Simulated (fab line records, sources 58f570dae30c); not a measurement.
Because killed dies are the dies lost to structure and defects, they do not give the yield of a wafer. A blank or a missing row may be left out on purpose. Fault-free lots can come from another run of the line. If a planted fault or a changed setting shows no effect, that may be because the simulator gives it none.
Problem report, 8D (eight disciplines) form, completed by code | flow berkeley cmos170 | the parts of the form that need people (team, actions taken, sign-off) are left out

## 1. THE PROBLEM
heater power total W at UCB170_ACTIVE_PEB_11 reads a mean of 57.64 W on 6 wafers of 2 lots; wafers without a fault read 56.80 W with a standard deviation of 0.046. Measured from the usual mean, that is +18 standard deviations.
First seen on wafer L173.1, day 4 23:25, on litho track-01. Wafers with a number at this step in the record: 42, from 14 lots. Rule for "out" (also "out of limits"): further than 4 standard deviations from the usual mean. All remaining wafers that have a number are taken as sound.

## 2. WHAT IT IS AND WHAT IT IS NOT
question                    | is                     | is not
which readings at this step | heater power total W   | -
which lots                  | L173, L174             | L169, L170, L171, L172, L175, L176, L184, L185, L186, L188, L189, L192
which wafers of those lots  | all that have a number | -
read on which tools         | litho track-01         | litho track-03, litho track-04
when                        | from day 4 23:25       | up to then (12 sound wafers); but 24 sound wafers of L175, L176, L184, L185, L186, L188, L189, L192 came after

## 3. WHAT RULES OUT EACH SUSPECT
Counting: any tool at a process step up to the reading is kept as a suspect provided that every lot that is out went through it and no sound lot did after the first of them.
- litho track-01 at UCB170_ACTIVE_PEB_11: ruled out as a lasting fault. Sound lots L188, L189 ran on it after its first lot that is out, L173 (day 4 23:25).
Left after counting: nothing in the record.

## 4. THE CAUSE (what the simulator had put in)
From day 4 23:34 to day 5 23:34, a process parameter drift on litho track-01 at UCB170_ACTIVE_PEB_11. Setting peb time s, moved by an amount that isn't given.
Counting ruled it out, wrongly.

## 5. THE EFFECT CHAIN, in route order
One row per reading whose mean, taken over the struck wafers that have a number, lies over 3 standard deviations from the usual. Scope: only readings with a usual standard deviation given in the record; hours: median across lots of the time from each lot's start at the first step in this table that gives one to its start at this step; sigmas: change in usual standard deviations.
hours | step                 | reading              | usual   | on struck wafers | change | sigmas
0     | UCB170_ACTIVE_PEB_11 | heater power total W | 56.80 W | 57.64            | +0.84  | +18
Here are the process steps it includes:
- UCB170_ACTIVE_PEB_11
At these later measuring or inspecting steps, every struck wafer for which the step has a row has a number for every such reading, and none has moved that far: UCB170_M2_OVL_MEAS_16, UCB170_M3_CD_MEAS_15.

## 6. HOW IT WOULD HAVE BEEN CAUGHT EARLIER
In this record the first reading out of limits was taken at day 4 23:25.
